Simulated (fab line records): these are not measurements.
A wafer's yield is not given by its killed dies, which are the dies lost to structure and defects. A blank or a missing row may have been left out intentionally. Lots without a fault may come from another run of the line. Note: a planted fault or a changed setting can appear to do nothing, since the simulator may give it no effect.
fab line records | flow rit-cmos
record: lots: 15 | wafers: 45 | last-day: 7
route steps=202 shown NSD@139
lots untouched by any fault: they come from a run of this same line in which no faults occurred
start-h: start of the lot's first displayed wafer, in hours after the record's first day | wait-h: hours since the lot's step before | " identical to the entry in the row above | L1.1+2: several wafers, shown together as one row | - value missing, or start not given | * or withheld: withheld | < > ~ a bound
route shown NAME@n: a module of which the file shows steps, and the number in the route of the first | usual: mean/standard deviation of fault-free wafers | same: alike in all rows | chamber/n: place in a boat | sites: each site's reading | _std_site: the standard deviation of these | _edge_site: inner sites' mean taken away from outer sites' mean | radius-mm: how far each site lies from the wafer's centre | mask NAME#n: copy n | behind: the most recent tool/chamber to have shaped the wafer | hold: why the lot went on hold/how many hours it stayed there/how the hold came to an end | device: whichever transistor did not switch (one of n, p or np) | end of line: tests of these same wafers at the route's end | a step given without rows: its recipe and nothing more | killed: not the wafer's yield, but the dies lost to structure and defects at the first sort | map: a wafer's dies, x killed, . not, _ none there
set.NAME: the setting that was run; set.NAME@STEP: the one run at that earlier step | model.NAME: the simulator's own value behind a step, which no gauge read
steps of the route over a sample of lots; a table a step, a row a wafer
services: the hour from which a tool's chamber was out of use, counted from the record's first day as start-h (under 0 if before that day), plus the number of hours and why
== steps ==
step: RIT_NSD_IMPLANT_08
recipe: species: P | energy-kev: 25 | dose-cm2: 1e+15 | tilt-deg: 7
usual: beam-energy-keV: 25.001/0.0069
lot.wafer | tool         | chamber | start-h | wait-h | beam-energy-keV
L298.1    | implanter-04 | 0       | 48.45   | 0.1    | 25.013
L298.2    | "            | 0       | "       | "      | 25.009
L298.3    | "            | 0       | "       | "      | 24.999
L299.2    | implanter-01 | 0       | 51.51   | 0.1    | 24.997
L299.3    | "            | 0       | "       | "      | 25.003
L299.4    | "            | 0       | "       | "      | 25.003
L300.1    | implanter-04 | 0       | 58.61   | 0.1    | 25.009
L300.2    | "            | 0       | "       | "      | 25.009
L300.5    | "            | 0       | "       | "      | 24.996
L301.1    | implanter-02 | 0       | 62.69   | 0.1    | 25.014
L301.2    | "            | 0       | "       | "      | 25.003
L301.6    | "            | 0       | "       | "      | 25.005
L304.1    | implanter-04 | 0       | 76.22   | 0.1    | 25.005
L304.2    | "            | 0       | "       | "      | 24.999
L304.6    | "            | 0       | "       | "      | 25.002
L305.1    | implanter-04 | 0       | 82.63   | 0.1    | 24.990
L305.3    | "            | 0       | "       | "      | 24.997
L305.4    | "            | 0       | "       | "      | 25.002
L306.1    | implanter-04 | 0       | 86.78   | 0.1    | 25.001
L306.3    | "            | 0       | "       | "      | 25.007
L306.6    | "            | 0       | "       | "      | 24.993
L307.1    | implanter-04 | 0       | 92.88   | 0.1    | 21.565
L307.4    | "            | 0       | "       | "      | 21.583
L307.5    | "            | 0       | "       | "      | 21.571
L308.1    | implanter-04 | 0       | 96.97   | 0.1    | 21.564
L308.3    | "            | 0       | "       | "      | 21.559
L308.5    | "            | 0       | "       | "      | 21.556
L309.1    | implanter-04 | 0       | 101.76  | 0.1    | 21.564
L309.4    | "            | 0       | "       | "      | 21.561
L309.5    | "            | 0       | "       | "      | 21.553
L317.1    | implanter-01 | 0       | 142.41  | 0.1    | 24.998
L317.2    | "            | 0       | "       | "      | 24.994
L317.6    | "            | 0       | "       | "      | 25.003
L318.1    | implanter-02 | 0       | 149.46  | 0.1    | 24.997
L318.4    | "            | 0       | "       | "      | 25.000
L318.6    | "            | 0       | "       | "      | 25.003
L319.2    | implanter-02 | 0       | 153.93  | 0.1    | 25.002
L319.3    | "            | 0       | "       | "      | 24.999
L319.4    | "            | 0       | "       | "      | 25.005
L320.1    | implanter-01 | 0       | 159.16  | 0.1    | 24.990
L320.4    | "            | 0       | "       | "      | 25.001
L320.5    | "            | 0       | "       | "      | 24.992
L321.3    | implanter-02 | 0       | 167.65  | 0.1    | 25.008
L321.4    | "            | 0       | "       | "      | 25.001
L321.6    | "            | 0       | "       | "      | 24.995
step: RIT_NSD_TW_MEAS_10
usual: NSD_TW: 3100/16
lot.wafer | tool          | chamber | start-h | wait-h | NSD_TW
L298.1    | film-metro-04 | -       | 48.77   | 0.1    | 3111
L298.2    | "             | -       | "       | "      | 3104
L298.3    | "             | -       | "       | "      | 3100
L299.2    | film-metro-03 | -       | 51.82   | 0.1    | 3104
L299.3    | "             | -       | "       | "      | 3103
L299.4    | "             | -       | "       | "      | 3117
L300.1    | film-metro-04 | -       | 58.93   | 0.1    | 3097
L300.2    | "             | -       | "       | "      | 3088
L300.5    | "             | -       | "       | "      | 3105
L301.1    | film-metro-02 | -       | 63.02   | 0.1    | 3105
L301.2    | "             | -       | "       | "      | 3108
L301.6    | "             | -       | "       | "      | 3113
L304.1    | film-metro-02 | -       | 76.54   | 0.1    | 3101
L304.2    | "             | -       | "       | "      | 3106
L304.6    | "             | -       | "       | "      | 3111
L305.1    | film-metro-04 | -       | 82.95   | 0.1    | 3085
L305.3    | "             | -       | "       | "      | 3075
L305.4    | "             | -       | "       | "      | 3072
L306.1    | film-metro-02 | -       | 87.10   | 0.1    | 3119
L306.3    | "             | -       | "       | "      | 3090
L306.6    | "             | -       | "       | "      | 3121
L307.1    | film-metro-03 | -       | 93.21   | 0.1    | 2995
L307.4    | "             | -       | "       | "      | 2985
L307.5    | "             | -       | "       | "      | 2999
L308.1    | film-metro-03 | -       | 97.30   | 0.1    | 2999
L308.3    | "             | -       | "       | "      | 3010
L308.5    | "             | -       | "       | "      | 3004
L309.1    | film-metro-04 | -       | 102.09  | 0.1    | 2986
L309.4    | "             | -       | "       | "      | 2980
L309.5    | "             | -       | "       | "      | 2993
L317.1    | film-metro-04 | -       | 142.73  | 0.1    | 3075
L317.2    | "             | -       | "       | "      | 3084
L317.6    | "             | -       | "       | "      | 3078
L318.1    | film-metro-03 | -       | 149.78  | 0.1    | 3105
L318.4    | "             | -       | "       | "      | 3130
L318.6    | "             | -       | "       | "      | 3111
L319.2    | film-metro-02 | -       | 154.24  | 0.1    | 3082
L319.3    | "             | -       | "       | "      | 3073
L319.4    | "             | -       | "       | "      | 3081
L320.1    | film-metro-03 | -       | 159.48  | 0.1    | 3124
L320.4    | "             | -       | "       | "      | 3112
L320.5    | "             | -       | "       | "      | 3112
L321.3    | film-metro-04 | -       | 167.94  | 0.1    | 3099
L321.4    | "             | -       | "       | "      | 3092
L321.6    | "             | -       | "       | "      | 3095
step: RIT_SDANNEAL_RS_MEAS_05
recipe: thk-meas-gauge: four-point-probe
usual: NSD_RS: 84.5/0.31
lot.wafer | tool          | chamber | start-h | wait-h | NSD_RS[ohm/sq]
L298.1    | film-metro-03 | -       | 50.94   | 0.1    | 84.2
L298.2    | "             | -       | "       | "      | 83.8
L298.3    | "             | -       | "       | "      | 84.2
L299.2    | film-metro-02 | -       | 53.95   | 0.1    | 85.2
L299.3    | "             | -       | "       | "      | 84.8
L299.4    | "             | -       | "       | "      | 85.2
L300.1    | film-metro-03 | -       | 61.10   | 0.1    | 85.0
L300.2    | "             | -       | "       | "      | 84.9
L300.5    | "             | -       | "       | "      | 84.9
L301.1    | film-metro-02 | -       | 65.23   | 0.1    | 84.0
L301.2    | "             | -       | "       | "      | 84.3
L301.6    | "             | -       | "       | "      | 84.2
L304.1    | film-metro-02 | -       | 78.76   | 0.1    | 84.5
L304.2    | "             | -       | "       | "      | 84.5
L304.6    | "             | -       | "       | "      | 84.5
L305.1    | film-metro-03 | -       | 85.12   | 0.1    | 84.6
L305.3    | "             | -       | "       | "      | 85.0
L305.4    | "             | -       | "       | "      | 84.8
L306.1    | film-metro-03 | -       | 89.16   | 0.1    | 84.4
L306.3    | "             | -       | "       | "      | 84.6
L306.6    | "             | -       | "       | "      | 84.8
L307.1    | film-metro-04 | -       | 95.36   | 0.1    | 86.1
L307.4    | "             | -       | "       | "      | 86.2
L307.5    | "             | -       | "       | "      | 86.1
L308.1    | film-metro-02 | -       | 99.71   | 0.1    | 86.1
L308.3    | "             | -       | "       | "      | 86.3
L308.5    | "             | -       | "       | "      | 86.0
L309.1    | film-metro-02 | -       | 104.13  | 0.1    | 85.9
L309.4    | "             | -       | "       | "      | 86.2
L309.5    | "             | -       | "       | "      | 85.9
L317.1    | film-metro-04 | -       | 144.76  | 0.1    | 84.3
L317.2    | "             | -       | "       | "      | 84.7
L317.6    | "             | -       | "       | "      | 84.5
L318.1    | film-metro-02 | -       | 151.95  | 0.1    | 84.7
L318.4    | "             | -       | "       | "      | 84.5
L318.6    | "             | -       | "       | "      | 84.8
L319.2    | film-metro-03 | -       | 156.49  | 0.1    | 84.8
L319.3    | "             | -       | "       | "      | 84.4
L319.4    | "             | -       | "       | "      | 84.7
L320.1    | film-metro-02 | -       | 161.60  | 0.1    | 84.4
L320.4    | "             | -       | "       | "      | 84.9
L320.5    | "             | -       | "       | "      | 84.8
L321.3    | film-metro-03 | -       | 170.12  | 0.1    | 84.2
L321.4    | "             | -       | "       | "      | 83.9
L321.6    | "             | -       | "       | "      | 84.1
== services ==
tool         | chamber | start-h | hours | kind
implanter-02 | -       | 31.30   | 2.7   | repair
implanter-01 | -       | 44.91   | 1.5   | repair
implanter-04 | -       | 60.82   | 4.7   | repair
implanter-01 | -       | 78.50   | 6.1   | repair
implanter-01 | -       | 97.13   | 8.4   | repair
implanter-02 | -       | 108.31  | 6.9   | repair
implanter-04 | -       | 129.17  | 8.5   | repair
implanter-02 | -       | 136.48  | 7.4   | pm
implanter-04 | -       | 157.81  | 5.1   | pm
== key ==
first-sign: step: RIT_NSD_IMPLANT_08 | reading: beam-energy-keV | direction: down | sigmas: 99+ | usual: 25.001 | struck: 21.564
effect: step: RIT_NSD_TW_MEAS_10 | reading: NSD_TW | direction: down | sigmas: 6.7 | usual: 3100 | struck: 2994
effect: step: RIT_SDANNEAL_RS_MEAS_05 | reading: NSD_RS | direction: up | sigmas: 5 | usual: 84.5 | struck: 86.1
met-at RIT_NSD_IMPLANT_08
struck-lots L307,L308,L309
tester-left-out L307,L308,L309
onset-between 86.78 92.88
fault: kind: process-parameter-drift | tool: implanter-04 | chamber: - | onset-h: 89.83 | steps: RIT_NSD_IMPLANT_08 | channel: energy-kev | offset: -3.4327 | shape: step | end-h: 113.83 | acts-in: these-recipes-only | stated: 25
tester-left-out: of these lots the tester's yield and bins aren't shown, on N5 and GAA mostly nor the transistor test; their killed dies are dies lost to structure and defects alone, not to doping, threshold or leakage, so they don't give the yield
